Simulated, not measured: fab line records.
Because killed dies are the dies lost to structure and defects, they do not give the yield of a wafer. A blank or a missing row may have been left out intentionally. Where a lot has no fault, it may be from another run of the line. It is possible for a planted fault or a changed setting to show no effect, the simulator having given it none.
Commonality check across tools + flow berkeleyCmos170 + Lots sampled 14, wafers sampled 42

WHY THIS WAS OPENED
At UCB170_PVT_TW_MEAS_09 the reading PVT_TW is flagged on 2 of 14 lots. Wafers without a fault read 507, standard deviation 3.8.
Rule: a lot is flagged when every wafer of it that has a number lies more than 4 standard deviations from that mean, or none has a number. All remaining lots are regarded as sound.

| lot  | measured     | on           | PVT_TW, wafer by wafer | flag    |
|------|--------------|--------------|------------------------|---------|
| L369 | day 6 18:24  | filmMetro-04 | 512 512 512            |         |
| L377 | day 8 04:04  | filmMetro-01 | 510 508 508            |         |
| L375 | day 8 04:19  | filmMetro-01 | 509 512 511            |         |
| L373 | day 8 04:19  | filmMetro-02 | 500 500 502            |         |
| L376 | day 8 04:36  | filmMetro-02 | 503 501 501            |         |
| L378 | day 8 11:25  | filmMetro-01 | 508 508 509            |         |
| L380 | day 8 23:53  | filmMetro-04 | 506 506 507            |         |
| L383 | day 9 10:25  | filmMetro-02 | 464 465 466            | FLAGGED |
| L384 | day 9 11:36  | filmMetro-04 | 507 508 508            |         |
| L382 | day 9 12:19  | filmMetro-04 | 510 508 511            |         |
| L387 | day 10 13:55 | filmMetro-04 | 468 473 472            | FLAGGED |
| L389 | day 11 00:38 | filmMetro-04 | 513 508 508            |         |
| L392 | day 11 07:28 | filmMetro-04 | 511 511 507            |         |
| L391 | day 11 08:02 | filmMetro-01 | 511 508 509            |         |
The mean of the flagged lots' numbers is 468, -39 from the usual (-10 standard deviations).

TOOL THAT RAN EACH LOT
The record holds 2 process steps before the reading, out of a route of 331 steps. Every cell lists first the tool, next ch and the chambers used by the sampled wafers, and last the start.
| lot  | flag    | UCB170_ACTIVE_ETCH_15            | UCB170_PVT_IMPLANT_07           |
|------|---------|----------------------------------|---------------------------------|
| L369 |         | rieDiel-02 ch 1,2,3, day 4 20:39 | implanter-04 ch 0, day 6 18:11  |
| L377 |         | rieDiel-01 ch 0,1, day 6 09:35   | implanter-03 ch 0, day 8 03:50  |
| L375 |         | rieDiel-04 ch 0,1, day 6 13:21   | implanter-04 ch 0, day 8 04:04  |
| L373 |         | rieDiel-04 ch 0,3, day 6 09:18   | implanter-03 ch 0, day 8 04:05  |
| L376 |         | rieDiel-02 ch 0,2, day 6 08:45   | implanter-02 ch 0, day 8 04:22  |
| L378 |         | rieDiel-04 ch 0,1,2, day 6 21:25 | implanter-03 ch 0, day 8 11:10  |
| L380 |         | rieDiel-02 ch 1,2, day 7 05:32   | implanter-04 ch 0, day 8 23:39  |
| L383 | FLAGGED | rieDiel-02 ch 0,1,3, day 7 17:20 | implanter-04 ch 0, day 9 10:10  |
| L384 |         | rieDiel-04 ch 0,1,2, day 7 17:36 | implanter-02 ch 0, day 9 11:23  |
| L382 |         | rieDiel-01 ch 2,3, day 7 16:58   | implanter-03 ch 0, day 9 12:04  |
| L387 | FLAGGED | rieDiel-04 ch 0,2,3, day 8 16:59 | implanter-04 ch 0, day 10 13:41 |
| L389 |         | rieDiel-04 ch 0,1,3, day 9 06:25 | implanter-02 ch 0, day 11 00:23 |
| L392 |         | rieDiel-01 ch 0,2,3, day 9 14:28 | implanter-03 ch 0, day 11 07:13 |
| L391 |         | rieDiel-04 ch 0,3, day 9 14:16   | implanter-02 ch 0, day 11 07:48 |
What is done by these steps:
- UCB170_ACTIVE_ETCH_15: etches Si3N4 in CH3F/Ar/O2, stops on SiO2, target depth 242 nm, time 151 s.
- UCB170_PVT_IMPLANT_07
- UCB170_PVT_TW_MEAS_09

FLAGGED OVER TOTAL, TOOL BY TOOL (the gauges that took the reading come last)
| step                  | tool         | lots run | flagged | share of the flagged lots | sound lots run after its first flagged lot |
|-----------------------|--------------|----------|---------|---------------------------|--------------------------------------------|
| UCB170_ACTIVE_ETCH_15 | rieDiel-01   | 3        | 0       | none                      | -                                          |
| UCB170_ACTIVE_ETCH_15 | rieDiel-02   | 4        | 1       | some                      | 0                                          |
| UCB170_ACTIVE_ETCH_15 | rieDiel-04   | 7        | 1       | some                      | 2 (L389,L391)                              |
| UCB170_PVT_IMPLANT_07 | implanter-02 | 4        | 0       | none                      | -                                          |
| UCB170_PVT_IMPLANT_07 | implanter-03 | 5        | 0       | none                      | -                                          |
| UCB170_PVT_IMPLANT_07 | implanter-04 | 5        | 2       | all                       | 0                                          |
| UCB170_PVT_TW_MEAS_09 | filmMetro-01 | 4        | 0       | none                      | -                                          |
| UCB170_PVT_TW_MEAS_09 | filmMetro-02 | 3        | 1       | some                      | 0                                          |
| UCB170_PVT_TW_MEAS_09 | filmMetro-04 | 7        | 1       | some                      | 2 (L389,L392)                              |

WHAT THE TABLE PERMITS
Rows of the table that ran each flagged lot: 1, that is implanter-04 at UCB170_PVT_IMPLANT_07.
- implanter-04 at UCB170_PVT_IMPLANT_07 ran 5 lots, 2 of them flagged. Its last sound lot is L380 (day 8 23:39), its first flagged lot L383 (day 9 10:10): a fault that began between those two fits. Its own readings lie more than 4 standard deviations out on every wafer of the flagged lots: doseIonsCm2, faradayCurrentUA.
implanter-04 at UCB170_PVT_IMPLANT_07 is the single tool remaining.

WHAT THE SIMULATOR HAD PUT IN
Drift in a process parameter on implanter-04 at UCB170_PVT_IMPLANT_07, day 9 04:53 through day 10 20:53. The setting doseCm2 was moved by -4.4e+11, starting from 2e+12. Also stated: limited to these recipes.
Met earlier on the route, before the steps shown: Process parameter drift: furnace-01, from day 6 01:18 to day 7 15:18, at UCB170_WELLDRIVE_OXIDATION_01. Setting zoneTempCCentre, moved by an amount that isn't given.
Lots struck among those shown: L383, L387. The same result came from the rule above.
